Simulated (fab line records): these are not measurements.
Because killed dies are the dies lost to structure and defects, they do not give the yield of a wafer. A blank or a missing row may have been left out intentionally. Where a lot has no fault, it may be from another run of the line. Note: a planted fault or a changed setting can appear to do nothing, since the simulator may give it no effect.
fab line records	flow rit-cmos
[record] lots = 15	wafers = 45	last-day = 8
route steps=202 shown GATE@85 PLDD@123 PSD@150 SILICIDE@165 M1@202
lots untouched by any fault: they come from a run of this same line in which no faults occurred
start-h: start of the lot's first displayed wafer, in hours after the record's first day	wait-h: hours elapsed since this lot's preceding step	" unchanged from the row above	L1.1+2: several wafers, shown together as one row	- no value, or no start given	* or withheld: withheld	< > ~ a bound
route shown NAME@n: NAME is a module with steps in the file, n the number in the route of the first one	usual: mean/standard deviation of fault-free wafers	same: alike in all rows	chamber/n: place in a boat	sites: the reading at each site	_std_site: the standard deviation of these	_edge_site: inner sites' mean taken away from outer sites' mean	radius-mm: for every site, how far away it sits from the centre of the wafer	mask NAME#n: copy n	behind: the most recent tool/chamber to have shaped the wafer	hold: the reason the lot was held/the length of the hold in hours/how it ended	device: whichever transistor did not switch (one of n, p or np)	end of line: tests of these same wafers at the route's end	a step given without rows: its recipe and nothing more	killed: not the wafer's yield, but the dies lost to structure and defects at the first sort	map: the dies of a wafer, with x for killed, . for not killed, _ for no die there
set.NAME: the setting as run; set.NAME@STEP: as run at that earlier step	model.NAME: the simulator's own value behind a step, which no gauge read
a sample of lots followed through the steps of the route, with each step as a table and each wafer as a row
services: a tool's chamber out of use, with start hour (start-h, from the record's first day; less than 0 if before it), hours out, and reason
[[steps]]
[step RIT_GATE_THK_MEAS_09]
[recipe] reads = poly-Si_of_GATE_CVD_08
[usual] GATE_POLY_THK = 250.4/2
lot.wafer	tool	chamber	start-h	wait-h	GATE_POLY_THK[nm]
L527.4	film-metro-04	-	40.09	0.0	251.4
L527.5	"	-	"	"	251.1
L527.6	"	-	"	"	253.8
L528.2	film-metro-03	-	42.23	0.0	246.5
L528.4	"	-	"	"	245.9
L528.6	"	-	"	"	247.7
L529.3	film-metro-04	-	46.49	0.0	251.2
L529.5	"	-	"	"	250.7
L529.6	"	-	"	"	251.4
L530.2	film-metro-03	-	52.52	0.0	251.2
L530.3	"	-	"	"	251.1
L530.6	"	-	"	"	249.7
L531.1	film-metro-02	-	56.51	0.0	250.4
L531.4	"	-	"	"	251.7
L531.5	"	-	"	"	248.1
L533.3	film-metro-02	-	67.03	0.0	250.2
L533.4	"	-	"	"	252.1
L533.5	"	-	"	"	251.5
L534.2	film-metro-02	-	75.05	0.0	249.1
L534.5	"	-	"	"	249.0
L534.6	"	-	"	"	250.6
L536.3	film-metro-02	-	81.23	0.0	250.3
L536.4	"	-	"	"	248.0
L536.5	"	-	"	"	247.7
L539.3	film-metro-04	-	99.31	0.0	250.0
L539.5	"	-	"	"	252.1
L539.6	"	-	"	"	251.2
L540.4	film-metro-03	-	102.33	0.0	251.0
L540.5	"	-	"	"	251.2
L540.6	"	-	"	"	252.5
L541.3	film-metro-02	-	106.74	0.0	250.7
L541.5	"	-	"	"	249.6
L541.6	"	-	"	"	251.0
L545.3	film-metro-03	-	131.30	0.0	253.5
L545.4	"	-	"	"	251.5
L545.6	"	-	"	"	252.5
L547.2	film-metro-03	-	150.70	0.0	251.6
L547.3	"	-	"	"	252.9
L547.4	"	-	"	"	252.9
L548.1	film-metro-03	-	164.21	0.0	252.2
L548.3	"	-	"	"	252.7
L548.6	"	-	"	"	252.2
L550.2	film-metro-04	-	177.55	0.0	251.3
L550.3	"	-	"	"	252.1
L550.4	"	-	"	"	250.8
[step RIT_PLDD_STRIP_09]
[recipe] chemistry = O2	time-s = 180	resist = NOVOLAK	platen-temp-c = withheld	power-w = 500	pressure-mtorr = 4000	o2-flow-sccm = 4000
[usual] drypump-motor-current-A = 5.8/0.46
lot.wafer	tool	chamber	start-h	wait-h	drypump-motor-current-A	rf-hours-counter-h
L527.4	plasma-asher-04	0	47.48	0.1	5.2	-
L527.5	"	0	"	"	5.2	-
L527.6	"	1	"	"	5.3	-
L528.2	plasma-asher-04	1	49.73	0.1	5.3	27
L528.4	"	0	"	"	5.2	-
L528.6	"	1	"	"	5.4	-
L529.3	plasma-asher-04	1	55.07	0.1	5.4	-
L529.5	"	1	"	"	5.3	-
L529.6	"	0	"	"	5.2	-
L530.2	plasma-asher-02	0	60.19	0.1	6.4	43
L530.3	"	1	"	"	5.4	-
L530.6	"	0	"	"	6.4	-
L531.1	plasma-asher-04	0	63.95	0.1	5.2	29
L531.4	"	1	"	"	5.3	-
L531.5	"	0	"	"	5.2	-
L533.3	plasma-asher-03	0	76.22	0.1	6.2	-
L533.4	"	1	"	"	6.1	-
L533.5	"	0	"	"	6.2	-
L534.2	plasma-asher-02	0	82.89	0.1	6.4	46
L534.5	"	0	"	"	6.4	-
L534.6	"	1	"	"	5.4	-
L536.3	plasma-asher-03	1	88.81	0.1	6.1	-
L536.4	"	0	"	"	6.2	-
L536.5	"	1	"	"	6.1	-
L539.3	plasma-asher-02	0	106.84	0.1	6.4	-
L539.5	"	1	"	"	5.4	-
L539.6	"	0	"	"	6.4	-
L540.4	plasma-asher-03	0	109.79	0.1	6.2	-
L540.5	"	0	"	"	6.2	-
L540.6	"	1	"	"	6.1	-
L541.3	plasma-asher-03	0	114.51	0.1	6.3	-
L541.5	"	0	"	"	6.2	-
L541.6	"	1	"	"	6.1	-
L545.3	plasma-asher-02	0	141.14	0.1	6.4	-
L545.4	"	1	"	"	5.4	-
L545.6	"	0	"	"	6.4	-
L547.2	plasma-asher-03	1	165.36	0.1	6.1	49
L547.3	"	0	"	"	6.3	-
L547.4	"	1	"	"	6.1	-
L548.1	plasma-asher-04	0	174.93	0.1	5.2	39
L548.3	"	1	"	"	5.4	-
L548.6	"	0	"	"	5.2	-
L550.2	plasma-asher-03	1	185.81	0.1	6.1	51
L550.3	"	0	"	"	6.2	-
L550.4	"	1	"	"	6.1	-
[step RIT_PSD_IMPLANT_08]
[recipe] species = BF2	energy-kev = 27	dose-cm2 = 5e+15	tilt-deg = 7
[usual] beam-on-s = 12.4/0.8	dose-ions-cm2 = 5e+15/5.1e+12
lot.wafer	tool	chamber	start-h	wait-h	beam-on-s	dose-ions-cm2
L527.4	implanter-02	0	53.14	0.1	13.1	4.999e+15
L527.5	"	0	"	"	12.7	5.002e+15
L527.6	"	0	"	"	12.4	5e+15
L528.2	implanter-04	0	55.20	0.1	11.5	5.011e+15
L528.4	"	0	"	"	11.4	5.001e+15
L528.6	"	0	"	"	11.8	5.001e+15
L529.3	implanter-04	0	60.49	0.1	11.5	4.994e+15
L529.5	"	0	"	"	11.6	4.994e+15
L529.6	"	0	"	"	11.5	4.991e+15
L530.2	implanter-04	0	65.96	0.1	11.7	5.004e+15
L530.3	"	0	"	"	11.4	5.006e+15
L530.6	"	0	"	"	11.6	5.006e+15
L531.1	implanter-01	0	69.67	0.1	13.3	5.004e+15
L531.4	"	0	"	"	13.7	5.003e+15
L531.5	"	0	"	"	13.4	5.003e+15
L533.3	implanter-01	0	81.55	0.1	13.1	5.006e+15
L533.4	"	0	"	"	13.5	5e+15
L533.5	"	0	"	"	13.0	5.007e+15
L534.2	implanter-02	0	88.25	0.1	12.8	5.005e+15
L534.5	"	0	"	"	12.4	4.998e+15
L534.6	"	0	"	"	13.1	4.998e+15
L536.3	implanter-04	0	94.11	0.1	11.3	5.002e+15
L536.4	"	0	"	"	11.7	5.004e+15
L536.5	"	0	"	"	11.5	4.997e+15
L539.3	implanter-04	0	113.15	0.1	22.7	9.25e+15
L539.5	"	0	"	"	21.5	9.254e+15
L539.6	"	0	"	"	21.7	9.257e+15
L540.4	implanter-04	0	115.33	0.1	21.4	9.255e+15
L540.5	"	0	"	"	21.3	9.251e+15
L540.6	"	0	"	"	21.6	9.247e+15
L541.3	implanter-04	0	119.80	0.1	21.9	9.25e+15
L541.5	"	0	"	"	21.4	9.253e+15
L541.6	"	0	"	"	20.7	9.24e+15
L545.3	implanter-02	0	146.58	0.1	12.6	5.002e+15
L545.4	"	0	"	"	12.4	4.999e+15
L545.6	"	0	"	"	12.2	5.004e+15
L547.2	implanter-02	0	170.59	0.1	12.9	4.999e+15
L547.3	"	0	"	"	12.8	5.001e+15
L547.4	"	0	"	"	12.9	5.002e+15
L548.1	implanter-01	0	181.12	0.1	13.3	4.999e+15
L548.3	"	0	"	"	13.3	4.999e+15
L548.6	"	0	"	"	13.1	4.987e+15
L550.2	implanter-02	0	191.89	0.1	13.2	4.998e+15
L550.3	"	0	"	"	12.6	4.995e+15
L550.4	"	0	"	"	12.3	5.011e+15
[step RIT_PSD_TW_MEAS_10]
[usual] PSD_TW = 3445/18
lot.wafer	tool	chamber	start-h	wait-h	PSD_TW
L527.4	film-metro-01	-	53.42	0.1	3444
L527.5	"	-	"	"	3422
L527.6	"	-	"	"	3430
L528.2	film-metro-02	-	55.51	0.1	3438
L528.4	"	-	"	"	3446
L528.6	"	-	"	"	3451
L529.3	film-metro-01	-	60.78	0.1	3438
L529.5	"	-	"	"	3434
L529.6	"	-	"	"	3440
L530.2	film-metro-01	-	66.27	0.1	3451
L530.3	"	-	"	"	3422
L530.6	"	-	"	"	3441
L531.1	film-metro-04	-	70.00	0.1	3458
L531.4	"	-	"	"	3476
L531.5	"	-	"	"	3471
L533.3	film-metro-04	-	81.85	0.1	3472
L533.4	"	-	"	"	3468
L533.5	"	-	"	"	3465
L534.2	film-metro-04	-	88.56	0.1	3435
L534.5	"	-	"	"	3448
L534.6	"	-	"	"	3444
L536.3	film-metro-01	-	94.40	0.1	3409
L536.4	"	-	"	"	3428
L536.5	"	-	"	"	3444
L539.3	film-metro-04	-	113.45	0.1	3635
L539.5	"	-	"	"	3624
L539.6	"	-	"	"	3614
L540.4	film-metro-01	-	115.61	0.1	3564
L540.5	"	-	"	"	3551
L540.6	"	-	"	"	3558
L541.3	film-metro-02	-	120.10	0.1	3583
L541.5	"	-	"	"	3589
L541.6	"	-	"	"	3606
L545.3	film-metro-04	-	146.87	0.1	3424
L545.4	"	-	"	"	3428
L545.6	"	-	"	"	3435
L547.2	film-metro-01	-	170.90	0.1	3422
L547.3	"	-	"	"	3441
L547.4	"	-	"	"	3427
L548.1	film-metro-04	-	181.45	0.1	3439
L548.3	"	-	"	"	3451
L548.6	"	-	"	"	3465
L550.2	film-metro-02	-	192.20	0.1	3442
L550.3	"	-	"	"	3454
L550.4	"	-	"	"	3443
[step RIT_SDANNEAL_RS_MEAS_04]
[recipe] thk-meas-gauge = four-point-probe
[usual] PSD_RS = 115.8/0.3
lot.wafer	tool	chamber	start-h	wait-h	PSD_RS[ohm/sq]
L527.4	film-metro-04	-	54.15	0.1	116.2
L527.5	"	-	"	"	116.0
L527.6	"	-	"	"	115.8
L528.2	film-metro-04	-	56.36	0.1	115.5
L528.4	"	-	"	"	115.5
L528.6	"	-	"	"	116.0
L529.3	film-metro-01	-	61.35	0.1	115.8
L529.5	"	-	"	"	115.7
L529.6	"	-	"	"	115.9
L530.2	film-metro-04	-	66.78	0.1	115.5
L530.3	"	-	"	"	115.6
L530.6	"	-	"	"	115.6
L531.1	film-metro-04	-	70.51	0.0	115.5
L531.4	"	-	"	"	115.7
L531.5	"	-	"	"	115.7
L533.3	film-metro-02	-	82.35	0.1	116.0
L533.4	"	-	"	"	116.1
L533.5	"	-	"	"	116.1
L534.2	film-metro-02	-	89.17	0.1	116.2
L534.5	"	-	"	"	116.3
L534.6	"	-	"	"	116.3
L536.3	film-metro-04	-	94.91	0.1	116.1
L536.4	"	-	"	"	115.9
L536.5	"	-	"	"	115.9
L539.3	film-metro-01	-	113.95	0.1	108.5
L539.5	"	-	"	"	108.7
L539.6	"	-	"	"	108.7
L540.4	film-metro-02	-	116.12	0.1	109.0
L540.5	"	-	"	"	108.9
L540.6	"	-	"	"	108.5
L541.3	film-metro-01	-	120.60	0.1	108.2
L541.5	"	-	"	"	108.2
L541.6	"	-	"	"	108.3
L545.3	film-metro-01	-	147.38	0.1	115.5
L545.4	"	-	"	"	115.3
L545.6	"	-	"	"	115.3
L547.2	film-metro-01	-	171.39	0.1	116.0
L547.3	"	-	"	"	116.3
L547.4	"	-	"	"	116.2
L548.1	film-metro-04	-	181.93	0.0	115.7
L548.3	"	-	"	"	115.8
L548.6	"	-	"	"	115.7
L550.2	film-metro-01	-	192.71	0.1	115.3
L550.3	"	-	"	"	115.7
L550.4	"	-	"	"	115.8
[step RIT_SILICIDE_RTA_04]
[recipe] temp-c = 650	time-s = 10	idle-temp-c = 25	ramp-up-s = 5	ramp-down-s = 5	cool-to-c = 25	ambient = N2
[usual] wafer_temp_C_max = 653.7/1.2
lot.wafer	tool	chamber	start-h	wait-h	wafer_temp_C_max
L527.4	rtp-anneal-02	0	54.95	0.1	655.1
L527.5	"	0	"	"	654.3
L527.6	"	0	"	"	654.5
L528.2	rtp-anneal-01	0	57.17	0.1	655.0
L528.4	"	0	"	"	653.5
L528.6	"	0	"	"	653.0
L529.3	rtp-anneal-02	0	62.15	0.1	654.5
L529.5	"	0	"	"	654.5
L529.6	"	0	"	"	654.5
L530.2	rtp-anneal-01	0	67.59	0.1	651.8
L530.3	"	0	"	"	653.1
L530.6	"	0	"	"	652.2
L531.1	rtp-anneal-02	0	71.34	0.1	654.7
L531.4	"	0	"	"	653.1
L531.5	"	0	"	"	654.3
L533.3	rtp-anneal-02	0	83.16	0.1	653.3
L533.4	"	0	"	"	654.3
L533.5	"	0	"	"	654.7
L534.2	rtp-anneal-01	0	89.99	0.1	654.1
L534.5	"	0	"	"	653.5
L534.6	"	0	"	"	652.3
L536.3	rtp-anneal-01	0	95.71	0.1	652.6
L536.4	"	0	"	"	652.9
L536.5	"	0	"	"	653.1
L539.3	rtp-anneal-02	0	114.75	0.1	655.0
L539.5	"	0	"	"	654.5
L539.6	"	0	"	"	655.4
L540.4	rtp-anneal-01	0	116.92	0.1	653.2
L540.5	"	0	"	"	652.7
L540.6	"	0	"	"	653.1
L541.3	rtp-anneal-02	0	121.41	0.1	653.1
L541.5	"	0	"	"	653.9
L541.6	"	0	"	"	654.3
L545.3	rtp-anneal-02	0	148.19	0.1	655.1
L545.4	"	0	"	"	655.5
L545.6	"	0	"	"	654.9
L547.2	rtp-anneal-02	0	172.21	0.1	654.5
L547.3	"	0	"	"	654.8
L547.4	"	0	"	"	652.9
L548.1	rtp-anneal-01	0	182.76	0.1	652.0
L548.3	"	0	"	"	652.8
L548.6	"	0	"	"	653.0
L550.2	rtp-anneal-01	0	193.52	0.1	652.3
L550.3	"	0	"	"	651.9
L550.4	"	0	"	"	652.8
[step RIT_M1_PROBE_99]
[usual] killed-at-contacts = 0.1/0.25	killed-at-front-end = 7/3.3	killed-dies = 7/3.2	killed-open = 3.6/2.2	killed-short = 3.5/2
[same] gross-dies = 264	killed_at_M0_to_M3 = 0	killed_at_M4_up = 0	killed-at-back-side = 0	killed-at-other = 0
lot.wafer	tool	chamber	start-h	wait-h	killed-at-contacts	killed-at-front-end	killed-dies	killed-open	killed-short
L527.4	prober-02	-	61.60	0.2	0	8	8	6	2
L527.5	prober-02	-	61.65	0.2	0	8	8	4	4
L527.6	prober-02	-	61.70	0.2	0	8	8	5	3
L540.4	prober-01	-	123.50	0.2	0	8	8	4	4
L540.5	prober-01	-	123.55	0.2	0	2	2	0	2
L540.6	prober-01	-	123.60	0.2	0	14	14	7	7
L541.3	prober-02	-	128.15	0.2	0	15	15	11	4
L541.5	prober-02	-	128.25	0.2	0	8	8	3	5
L541.6	prober-02	-	128.30	0.2	0	6	6	4	2
L548.1	prober-01	-	189.33	0.1	0	3	3	1	2
L548.3	prober-01	-	189.43	0.2	0	8	8	6	2
L548.6	prober-01	-	189.58	0.2	0	9	9	3	6
L550.2	prober-01	-	200.67	0.1	0	6	6	3	3
L550.3	prober-01	-	200.72	0.2	0	7	7	5	2
L550.4	prober-01	-	200.77	0.2	0	7	7	3	4
// killed by level:class
L527.4 FOX2:geometric-particle:open=3 SPACER:geometric-particle:open=2 FOX1:geometric-particle:short=1 FOX1:geometric-particle:open=1 FOX2:geometric-particle:short=1
L527.5 REOX:geometric-particle:short=2 REOX:geometric-particle:open=2 FOX2:geometric-particle:short=1 GATE:geometric-particle:short=1 SPACER:geometric-particle:open=1 SILICIDE:geometric-particle:open=1
L527.6 FOX2:geometric-particle:short=2 GATE:geometric-particle:open=2 FOX2:geometric-particle:open=1 GATE:geometric-particle:short=1 REOX:geometric-particle:open=1 SPACER:geometric-particle:open=1
L540.4 FOX1:geometric-particle:open=2 GATE:geometric-particle:short=2 FOX1:geometric-particle:short=1 FOX2:geometric-particle:short=1 REOX:geometric-particle:open=1 SPACER:geometric-particle:open=1
L540.5 FOX1:geometric-particle:short=1 SILICIDE:geometric-particle:short=1
L540.6 GATE:geometric-particle:open=5 GATE:geometric-particle:short=4 REOX:geometric-particle:short=2 FOX1:geometric-particle:short=1 REOX:geometric-particle:open=1 SPACER:geometric-particle:open=1
L541.3 GATE:geometric-particle:open=8 GATE:geometric-particle:short=2 ACTIVE:geometric-particle:open=1 FOX1:geometric-particle:open=1 FOX2:geometric-particle:short=1 REOX:geometric-particle:short=1 SPACER:geometric-particle:open=1
L541.5 GATE:geometric-particle:short=4 GATE:geometric-particle:open=2 SPACER:geometric-particle:open=1 SPACER:geometric-particle:short=1
L541.6 GATE:geometric-particle:short=2 FOX1:geometric-particle:open=1 FOX2:geometric-particle:open=1 GATE:geometric-particle:open=1 REOX:geometric-particle:open=1
L548.1 REOX:geometric-particle:short=2 GATE:geometric-particle:open=1
L548.3 FOX1:geometric-particle:open=2 SILICIDE:geometric-particle:open=2 FOX1:geometric-particle:short=1 GATE:geometric-particle:open=1 REOX:geometric-particle:open=1 REOX:geometric-particle:short=1
L548.6 GATE:geometric-particle:short=3 GATE:geometric-particle:open=3 FOX1:geometric-particle:short=1 REOX:geometric-particle:short=1 SILICIDE:geometric-particle:short=1
L550.2 FOX2:geometric-particle:open=1 GATE:geometric-particle:open=1 GATE:geometric-particle:short=1 REOX:geometric-particle:short=1 REOX:geometric-particle:open=1 SPACER:geometric-particle:short=1
L550.3 GATE:geometric-particle:open=3 SILICIDE:geometric-particle:open=2 FOX2:geometric-particle:short=1 GATE:geometric-particle:short=1
L550.4 FOX1:geometric-particle:open=1 FOX1:geometric-particle:short=1 FOX2:geometric-particle:short=1 FOX2:geometric-particle:open=1 GATE:geometric-particle:short=1 GATE:geometric-particle:open=1 REOX:geometric-particle:short=1
[[services]]
tool	chamber	start-h	hours	kind
plasma-asher-03	-	41.29	28.1	pm
plasma-asher-02	-	57.74	2.3	repair
plasma-asher-03	-	102.36	0.6	repair
plasma-asher-02	-	108.75	9.0	pm
plasma-asher-02	0	108.75	9.0	vent-cycle
plasma-asher-02	1	108.75	9.0	vent-cycle
plasma-asher-02	0	117.75	-	clean
plasma-asher-02	1	117.75	-	clean
implanter-04	-	124.59	4.6	pm
implanter-02	-	135.65	5.0	pm
plasma-asher-04	-	142.29	2.6	repair
[[key]]
[first-sign] step = RIT_PSD_IMPLANT_08	reading = dose-ions-cm2	direction = up	sigmas = 99+	usual = 5e+15	struck = 9.251e+15
[effect] step = RIT_PSD_IMPLANT_08	reading = beam-on-s	direction = up	sigmas = 11	usual = 12.4	struck = 21.6
[effect] step = RIT_PSD_TW_MEAS_10	reading = PSD_TW	direction = up	sigmas = 8.4	usual = 3445	struck = 3591
[effect] step = RIT_SDANNEAL_RS_MEAS_04	reading = PSD_RS	direction = down	sigmas = 24	usual = 115.8	struck = 108.6
met-at RIT_PSD_IMPLANT_08
struck-lots L539,L540,L541
tester-left-out L539,L540,L541
not-acting-at RIT_GATE_THK_MEAS_09,RIT_PLDD_STRIP_09,RIT_SILICIDE_RTA_04
onset-between 94.11 113.15
[fault] kind = process-parameter-drift	tool = implanter-04	chamber = -	onset-h = 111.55	steps = RIT_PSD_IMPLANT_08	channel = dose-cm2	offset = 4.2498e+15	shape = step	end-h = 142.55	acts-in = these-recipes-only	stated = 5e+15
// tester-left-out: of these lots the tester's yield and bins aren't shown, on N5 and GAA mostly nor the transistor test; their killed dies are dies lost to structure and defects alone, not to doping, threshold or leakage, so they don't give the yield
